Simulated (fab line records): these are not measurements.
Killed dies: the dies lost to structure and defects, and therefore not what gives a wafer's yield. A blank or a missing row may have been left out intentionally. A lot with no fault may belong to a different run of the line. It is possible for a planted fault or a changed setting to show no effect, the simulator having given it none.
Code-filled problem report in 8D (eight disciplines) form | flow berkeley cmos170 | the parts of the form that need people (team, actions taken, sign-off) are left out

1. THE ISSUE
Wafers without a fault read 0.941 a.u., standard deviation 0.014; oes product au at UCB170_NWELL_ETCH_13 reads a mean of 0.688 a.u. on 3 wafers belonging to 2 lots. Relative to the usual mean, that is a shift of -18 standard deviations.
The step: etches Si3N4 in CH3F/Ar/O2, stops on SiO2, target depth 246.4 nm, time 154 s.
Earliest sighting: wafer L128.3 on rie diel-02 at day 6 04:02. At this step, 18 wafers from 6 lots have a number in the record. The rule behind "out" and "out of limits": a value lying over 4 standard deviations away from the usual mean. Any other wafer with a number is counted as sound.

2. WHAT THIS IS AND IS NOT
question                    | is                     | is not
which readings at this step | oes product au         | drypump motor current A, throttle valve pct
which lots                  | L128, L130             | L113, L119, L122, L133
which wafers of those lots  | L128.3, L130.4, L130.6 | L128.4, L128.5, L130.2
read on which tools         | rie diel-02            | rie diel-03, rie diel-04
when                        | from day 6 04:02       | up to then (11 sound wafers); but 4 sound wafers of L130, L133 came after

3. THE SUSPECTS, EACH WITH WHAT RULES IT OUT
Counting: any tool at a process step up to the reading remains a suspect provided it ran every lot that is out. Sound lots after the first of them don't rule it out here, since some wafers of a struck lot are sound.
- rie diel-02 at UCB170_NWELL_ETCH_13 (etches Si3N4 in CH3F/Ar/O2, stops on SiO2, target depth 246.4 nm, time 154 s): kept. It ran every lot that is out, first L128 (day 6 04:02). Its own oes product au readings are out on those wafers.
- Within rie diel-02 at UCB170_NWELL_ETCH_13: the wafers that are out ran in chamber 2; their sound lot-mates ran in chambers 0, 1.
After counting, what remains is rie diel-02 at UCB170_NWELL_ETCH_13.

4. THE CAUSE (what the simulator had put in)
rie diel-02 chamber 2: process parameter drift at UCB170_NWELL_ETCH_13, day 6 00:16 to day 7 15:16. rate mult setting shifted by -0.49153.
The count eliminated every tool but this one.

5. SEQUENCE OF EFFECTS, ordered by route
Each row: a reading where the mean over the struck wafers with a number is more than 3 standard deviations away from the usual. Readings are gone through only where the record gives a usual standard deviation; hours: the median, over the lots, of the time from a lot's start at the first step in this table giving one to that lot's start at this step; sigmas: the change measured in usual standard deviations.
hours | step                  | reading                  | usual      | on struck wafers | change | sigmas
0     | UCB170_NWELL_ETCH_13  | oes product au           | 0.941 a.u. | 0.688            | -0.253 | -18
0     | UCB170_NWELL_STRIP_15 | strip time to endpoint s | 18.07 s    | 19.92            | +1.85  | +20
It contains these process steps:
- UCB170_NWELL_ETCH_13: etches Si3N4 in CH3F/Ar/O2, stops on SiO2, target depth 246.4 nm, time 154 s.
- UCB170_NWELL_STRIP_15: strips in O2.
Later measuring or inspecting steps at which every struck wafer that the step has a row for has a number for every such reading, and none has moved that far: UCB170_NWELL_TW_MEAS_16.

6. HOW IT WOULD HAVE BEEN CAUGHT EARLIER
4 hours passed between the start of the fault at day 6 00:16 and the first reading out of limits in this record, taken at day 6 04:02.
